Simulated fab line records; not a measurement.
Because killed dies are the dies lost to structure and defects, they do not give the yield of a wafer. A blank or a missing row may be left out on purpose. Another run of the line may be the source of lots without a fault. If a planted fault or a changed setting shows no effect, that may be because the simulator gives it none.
Split-lot experiment | flow rit_cmos | route with 202 steps; 5 lots, 23 wafers read

== ON THE SPLIT ==
At RIT_SILICIDE_SPUTTER_01 (material Ti, target thk 30 nm, time 240 s), the setting time_s was moved away from the recipe's 240 s on 7 of the 23 wafers read, by -9.8% to +7.7%. This setting was run at the recipe's value on the other wafers.

== BETWEEN THE SPLIT AND THE READING: the file shows 1 step in between ==
- RIT_SILICIDE_RS_MEAS_02: measures by four-point-probe

== THE READING ==
SILICIDE_TI_THK, in nm, at RIT_SILICIDE_THK_MEAS_03 (measures by xrf). Typical for fault-free wafers on this fab line: 30.1 nm, with standard deviation 0.39 nm.

wafer  | tool, chamber at the split | time_s as run, s | against the recipe | SILICIDE_TI_THK, nm | against lot-mates on the recipe
L074.1 | pvd_sputter-03, -          | 258.5            | +7.7%              | 32.4                | +2.3
L074.2 | pvd_sputter-03, -          | 240              | recipe             | 29.8                | -
L074.3 | pvd_sputter-03, -          | 258.5            | +7.7%              | 32.8                | +2.7
L074.5 | pvd_sputter-03, -          | 240              | recipe             | 29.9                | -
L074.6 | pvd_sputter-03, -          | 240              | recipe             | 30.5                | -
L076.1 | pvd_sputter-03, -          | 216.4            | -9.8%              | 26.5                | -3.2
L076.3 | pvd_sputter-03, -          | 240              | recipe             | 29.5                | -
L076.4 | pvd_sputter-03, -          | 216.4            | -9.8%              | 26.6                | -3.1
L076.5 | pvd_sputter-03, -          | 240              | recipe             | 30.1                | -
L076.6 | pvd_sputter-03, -          | 240              | recipe             | 29.4                | -
L081.1 | pvd_sputter-02, -          | 240              | recipe             | 30.5                | -
L081.2 | pvd_sputter-02, -          | 240              | recipe             | 30.1                | -
L081.3 | pvd_sputter-02, -          | 240              | recipe             | 30.8                | -
L081.4 | pvd_sputter-02, -          | 240              | recipe             | 30.2                | -
L081.6 | pvd_sputter-02, -          | 240              | recipe             | 30.4                | -
L082.2 | pvd_sputter-03, -          | 251.2            | +4.7%              | 31.5                | +1.3
L082.3 | pvd_sputter-03, -          | 251.2            | +4.7%              | 32.3                | +2.1
L082.4 | pvd_sputter-03, -          | 240              | recipe             | 30.2                | -
L082.5 | pvd_sputter-03, -          | 240              | recipe             | 30.2                | -
L082.6 | pvd_sputter-03, -          | 251.2            | +4.7%              | 32.1                | +1.9
L083.1 | pvd_sputter-02, -          | 240              | recipe             | 29.9                | -
L083.5 | pvd_sputter-02, -          | 240              | recipe             | 30.1                | -
L083.6 | pvd_sputter-02, -          | 240              | recipe             | 29.7                | -

FIT RESULTS
A straight line over all 23 wafers: SILICIDE_TI_THK changes by +0.357 nm for each +1% of time_s; r = +0.97; the points scatter about the line by 0.36 nm.
The same after taking each lot's own level away (the mean of its wafers on the recipe; 23 wafers): +0.33 nm for each +1%; r = +0.98; scatter 0.27 nm.
That fit puts the effect of the largest move of time_s on the reading at 3.2 nm.
Measured against the standard deviation above, the lots' own levels, which go from 29.67 to 30.40 nm, span 1.9 times it.
Hence the lot-to-lot level has little effect on the slope; both slopes agree.
Check: for one of the wafers moved furthest among these (-9.8%), held out of the fit, the line's prediction against its lot-mates is -3.23 nm. Against them it came out at -3.17 nm.

== THE WHOLE CHAIN: every reading that the file lists as answering this split, in the file's order ==
step                     | what it does                              | reading                                                                           | change (the file's fit)               | r (the file's)
RIT_SILICIDE_SPUTTER_01  | material Ti, target thk 30 nm, time 240 s | Ti_of_SILICIDE_SPUTTER_01.thk_nm (the simulator's own value, which no gauge read) | +0.323 nm for each +1% of the setting | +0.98
RIT_SILICIDE_RS_MEAS_02  | measures by four-point-probe              | SILICIDE_TI_RS                                                                    | -0.682 for each +1% of the setting    | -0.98
RIT_SILICIDE_THK_MEAS_03 | measures by xrf                           | SILICIDE_TI_THK                                                                   | +0.328 for each +1% of the setting    | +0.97

== THE FILE'S OWN FIT ==
SILICIDE_TI_THK changes by +0.328 nm for each +1% of time_s, r = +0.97.
